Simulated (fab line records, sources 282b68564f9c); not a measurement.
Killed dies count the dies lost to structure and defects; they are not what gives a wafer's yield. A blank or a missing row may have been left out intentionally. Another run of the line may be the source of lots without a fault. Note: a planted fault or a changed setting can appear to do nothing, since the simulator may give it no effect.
Split-lot study + flow rit cmos + 23 wafers read from 5 lots, route of 202 steps

## THE SPLIT
At RIT_NRETRO_COAT_01 (resist thk 1300 nm), the setting resist thk nm was moved away from the recipe's 1300 nm on 7 of the 23 wafers read, by -4.1% to +5.5%. For the rest of the wafers, this setting stayed at what the recipe calls for.

## FROM THE SPLIT TO THE READING: what the file shows between them, 3 steps
- RIT_NRETRO_SOFTBAKE_02: time 60 s
- RIT_NRETRO_EXPOSE_03: exposes mask M4, target cd 43900 nm
- RIT_NRETRO_DEVELOP_05: develop time 68 s

## THE READING
NOVOLAK_of_NRETRO_COAT_01.thk nm (the simulator's own value, which no gauge read), in nm, at RIT_NRETRO_HARDBAKE_07 (time 120 s). The file gives no usual value for it. Here, 16 wafers ran the recipe; their average is 1137 nm with a standard deviation of 4.2 nm.

| wafer  | tool, chamber at the split | resist thk nm as run, nm | against the recipe | NOVOLAK_of_NRETRO_COAT_01.thk nm, nm | against lot-mates on the recipe |
|--------|----------------------------|--------------------------|--------------------|--------------------------------------|---------------------------------|
| L074.1 | litho track-01, 0          | 1300                     | recipe             | 1132                                 | -                               |
| L074.2 | litho track-01, 0          | 1300                     | recipe             | 1135                                 | -                               |
| L074.3 | litho track-01, 0          | 1300                     | recipe             | 1133                                 | -                               |
| L074.4 | litho track-01, 0          | 1300                     | recipe             | 1130                                 | -                               |
| L074.6 | litho track-01, 0          | 1300                     | recipe             | 1136                                 | -                               |
| L075.1 | litho track-01, 0          | 1372                     | +5.5%              | 1202                                 | +60                             |
| L075.4 | litho track-01, 0          | 1372                     | +5.5%              | 1202                                 | +60                             |
| L075.2 | litho track-01, 0          | 1372                     | +5.5%              | 1204                                 | +62                             |
| L075.5 | litho track-01, 0          | 1300                     | recipe             | 1143                                 | -                               |
| L075.6 | litho track-01, 0          | 1300                     | recipe             | 1141                                 | -                               |
| L078.1 | litho track-02, 0          | 1300                     | recipe             | 1137                                 | -                               |
| L078.3 | litho track-02, 0          | 1300                     | recipe             | 1143                                 | -                               |
| L078.4 | litho track-02, 0          | 1300                     | recipe             | 1140                                 | -                               |
| L080.1 | litho track-01, 0          | 1247                     | -4.1%              | 1095                                 | -46                             |
| L080.2 | litho track-01, 0          | 1300                     | recipe             | 1142                                 | -                               |
| L080.4 | litho track-01, 0          | 1300                     | recipe             | 1142                                 | -                               |
| L080.3 | litho track-01, 0          | 1247                     | -4.1%              | 1097                                 | -44                             |
| L080.6 | litho track-01, 0          | 1300                     | recipe             | 1140                                 | -                               |
| L084.1 | litho track-01, 0          | 1300                     | recipe             | 1135                                 | -                               |
| L084.2 | litho track-01, 0          | 1300                     | recipe             | 1132                                 | -                               |
| L084.3 | litho track-01, 0          | 1336                     | +2.8%              | 1164                                 | +30                             |
| L084.4 | litho track-01, 0          | 1336                     | +2.8%              | 1164                                 | +30                             |
| L084.5 | litho track-01, 0          | 1300                     | recipe             | 1136                                 | -                               |

FIT RESULTS
A straight line over all 23 wafers: NOVOLAK_of_NRETRO_COAT_01.thk nm changes by +11.1 nm for each +1% of resist thk nm; r = +0.99; the points scatter about the line by 4.3 nm.
The same after taking each lot's own level away (the mean of its wafers on the recipe; 23 wafers): +11 nm for each +1%; r = +1.00; scatter 1.7 nm.
On that fit, the largest move of resist thk nm shifts the reading by 61 nm.
Measured against the standard deviation above, the lots' own levels, which go from 1133.2 to 1142.0 nm, span 2.1 times it.
The two slopes are in agreement: the lot-to-lot level therefore moves the slope only a little.
Check: with one of the wafers moved furthest among these (+5.5%) left out of the fit, the line predicts +60.9 nm for it against its lot-mates. It came out at +60 nm against them.

## THE OTHER SPLITS THESE WAFERS WENT THROUGH
Note: prior to the reading, these wafers also went through further splits. Each is held against what the fit with the lots' levels taken away leaves over:
| other split on the same wafers       | wafers away from the commonest value | r with NOVOLAK_of_NRETRO_COAT_01.thk nm (lot level and that fit taken away) |
|--------------------------------------|--------------------------------------|-----------------------------------------------------------------------------|
| RIT_ACTIVE_OXIDATION_01 ox time s    | 18                                   | +0.05                                                                       |
| RIT_ACTIVE_DEVELOP_10 develop time s | 11                                   | +0.10                                                                       |
| RIT_FOX2_OXIDATION_00 ox time s      | 10                                   | +0.01                                                                       |
| RIT_PWELL_COAT_01 resist thk nm      | 11                                   | +0.13                                                                       |
| RIT_PWELL_IMPLANT_08 energy kev      | 4                                    | +0.33                                                                       |

## THE WHOLE CHAIN: every reading that the file lists as answering this split, in the file's order
| step                   | what it does       | reading                                                                           | change (the file's fit)              | r (the file's) |
|------------------------|--------------------|-----------------------------------------------------------------------------------|--------------------------------------|----------------|
| RIT_NRETRO_COAT_01     | resist thk 1300 nm | NOVOLAK_of_NRETRO_COAT_01.thk nm (the simulator's own value, which no gauge read) | +12.7 nm for each +1% of the setting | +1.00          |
| RIT_NRETRO_HARDBAKE_07 | time 120 s         | NOVOLAK_of_NRETRO_COAT_01.thk nm (the simulator's own value, which no gauge read) | +11 nm for each +1% of the setting   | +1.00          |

## FILE'S OWN FIT
NOVOLAK_of_NRETRO_COAT_01.thk nm changes by +11 nm for each +1% of resist thk nm, r = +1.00.
